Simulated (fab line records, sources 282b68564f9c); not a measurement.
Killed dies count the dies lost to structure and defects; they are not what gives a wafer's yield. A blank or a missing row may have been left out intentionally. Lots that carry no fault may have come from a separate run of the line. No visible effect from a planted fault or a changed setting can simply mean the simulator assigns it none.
Which of the tools did it? :: flow rit cmos :: 15 lots, 45 wafers sampled, at 2 steps of a route of 202

## WHAT THE GAUGES READ, wafer by wafer
RIT_REOX_THK_MEAS_04. Usual: REOX_OXIDE_THK 25.4 nm, standard deviation 0.56.
lot: L576
measured: day 2 19:26
on: film metro-04
REOX_OXIDE_THK (nm): 25.8 25.4 25.5
flag: 

lot: L577
measured: day 3 03:17
on: film metro-01
REOX_OXIDE_THK (nm): 24.6 25.0 24.5
flag: 

lot: L578
measured: day 3 09:00
on: film metro-04
REOX_OXIDE_THK (nm): 25.1 24.9 25.2
flag: 

lot: L580
measured: day 3 16:41
on: film metro-01
REOX_OXIDE_THK (nm): 24.8 24.5 24.7
flag: 

lot: L581
measured: day 3 22:05
on: film metro-04
REOX_OXIDE_THK (nm): 25.1 25.4 25.2
flag: 

lot: L582
measured: day 4 04:07
on: film metro-04
REOX_OXIDE_THK (nm): 25.7 25.7 25.5
flag: 

lot: L583
measured: day 4 15:10
on: film metro-03
REOX_OXIDE_THK (nm): 25.8 25.9 26.1
flag: 

lot: L585
measured: day 4 19:49
on: film metro-01
REOX_OXIDE_THK (nm): 24.9 25.4 25.1
flag: 

lot: L587
measured: day 5 06:37
on: film metro-03
REOX_OXIDE_THK (nm): 24.8 25.1 24.9
flag: 

lot: L588
measured: day 5 09:50
on: film metro-03
REOX_OXIDE_THK (nm): 14.6 14.6 14.9
flag: OFF

lot: L589
measured: day 5 14:31
on: film metro-01
REOX_OXIDE_THK (nm): 25.8 25.3 25.5
flag: 

lot: L590
measured: day 5 19:52
on: film metro-03
REOX_OXIDE_THK (nm): 15.0 15.2 15.2
flag: OFF

lot: L591
measured: day 6 01:40
on: film metro-04
REOX_OXIDE_THK (nm): 15.9 15.8 15.9
flag: OFF

lot: L596
measured: day 7 02:37
on: film metro-03
REOX_OXIDE_THK (nm): 26.5 26.1 26.1
flag: 

lot: L597
measured: day 7 05:11
on: film metro-01
REOX_OXIDE_THK (nm): 26.6 26.6 26.5
flag: 

## TOOL THAT RAN EACH LOT (tool first, then ch and the chambers of the sampled wafers, then the start)
lot: L576
RIT_REOX_OXIDATION_03: furnace-03 ch 0, day 2 16:53

lot: L577
RIT_REOX_OXIDATION_03: furnace-04 ch 0, day 3 00:44

lot: L578
RIT_REOX_OXIDATION_03: furnace-03 ch 0, day 3 06:26

lot: L580
RIT_REOX_OXIDATION_03: furnace-04 ch 0, day 3 14:08

lot: L581
RIT_REOX_OXIDATION_03: furnace-01 ch 0, day 3 19:32

lot: L582
RIT_REOX_OXIDATION_03: furnace-03 ch 0, day 4 01:34

lot: L583
RIT_REOX_OXIDATION_03: furnace-03 ch 0, day 4 12:37

lot: L585
RIT_REOX_OXIDATION_03: furnace-01 ch 0, day 4 17:16

lot: L587
RIT_REOX_OXIDATION_03: furnace-04 ch 0, day 5 04:04

lot: L588
RIT_REOX_OXIDATION_03: furnace-01 ch 0, day 5 07:17

lot: L589
RIT_REOX_OXIDATION_03: furnace-04 ch 0, day 5 11:57

lot: L590
RIT_REOX_OXIDATION_03: furnace-01 ch 0, day 5 17:18

lot: L591
RIT_REOX_OXIDATION_03: furnace-01 ch 0, day 5 23:07

lot: L596
RIT_REOX_OXIDATION_03: furnace-04 ch 0, day 7 00:04

lot: L597
RIT_REOX_OXIDATION_03: furnace-04 ch 0, day 7 02:37
- RIT_REOX_OXIDATION_03: target thk 25.2 nm, ox time 5580 s.

## WHAT THE TOOLS THEMSELVES READ (means of the sampled wafers that have a number; where no wafer has one, the mark that the record gives instead)
RIT_REOX_OXIDATION_03. Usual: 900.1 C for ox temp c, sd 0.41.
lot: L576
tool: furnace-03
ox temp c (C): 900.1
flag: 

lot: L577
tool: furnace-04
ox temp c (C): 899.7
flag: 

lot: L578
tool: furnace-03
ox temp c (C): 900.2
flag: 

lot: L580
tool: furnace-04
ox temp c (C): 899.9
flag: 

lot: L581
tool: furnace-01
ox temp c (C): 899.9
flag: 

lot: L582
tool: furnace-03
ox temp c (C): 900.1
flag: 

lot: L583
tool: furnace-03
ox temp c (C): 899.3
flag: 

lot: L585
tool: furnace-01
ox temp c (C): 900.4
flag: 

lot: L587
tool: furnace-04
ox temp c (C): 899.8
flag: 

lot: L588
tool: furnace-01
ox temp c (C): 900.1
flag: 

lot: L589
tool: furnace-04
ox temp c (C): 899.8
flag: 

lot: L590
tool: furnace-01
ox temp c (C): 899.9
flag: 

lot: L591
tool: furnace-01
ox temp c (C): 900.3
flag: 

lot: L596
tool: furnace-04
ox temp c (C): 899.9
flag: 

lot: L597
tool: furnace-04
ox temp c (C): 900.0
flag: 

## THE ANSWER, worked out from the rows above alone
Rule: a lot is off if the mean of its wafers that have a number lies more than 3 standard deviations from the usual mean. Also off: a lot with no number at a reading for which 4 or more lots have one. The other lots that the step has rows for count as sound. After the gauges, taken in route order, come the tools' own readings; for these a lot's mean is taken, as printed above. The first step at which some lot is off is used, and at that step the reading that is off furthest; a lot without a number counts as furthest.
Off: at RIT_REOX_THK_MEAS_04 (REOX_OXIDE_THK), L588, L590, L591.
A tool fits if, at a process step before that reading, it ran every lot that is off, and no sound lot after the first of them. Gauges at RIT_REOX_THK_MEAS_04: tried the same way as those tools. One candidate fits, namely furnace-01 at RIT_REOX_OXIDATION_03. A fault onset in the window from L585 (day 4 17:16, its last sound lot) to L588 (day 5 07:17, its first lot off) fits.

## WHAT THE SIMULATOR PUT IN
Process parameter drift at RIT_REOX_OXIDATION_03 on furnace-01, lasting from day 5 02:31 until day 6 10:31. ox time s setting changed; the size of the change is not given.
Struck lots among those shown: L588, L590, L591. The same result came from the rule above.
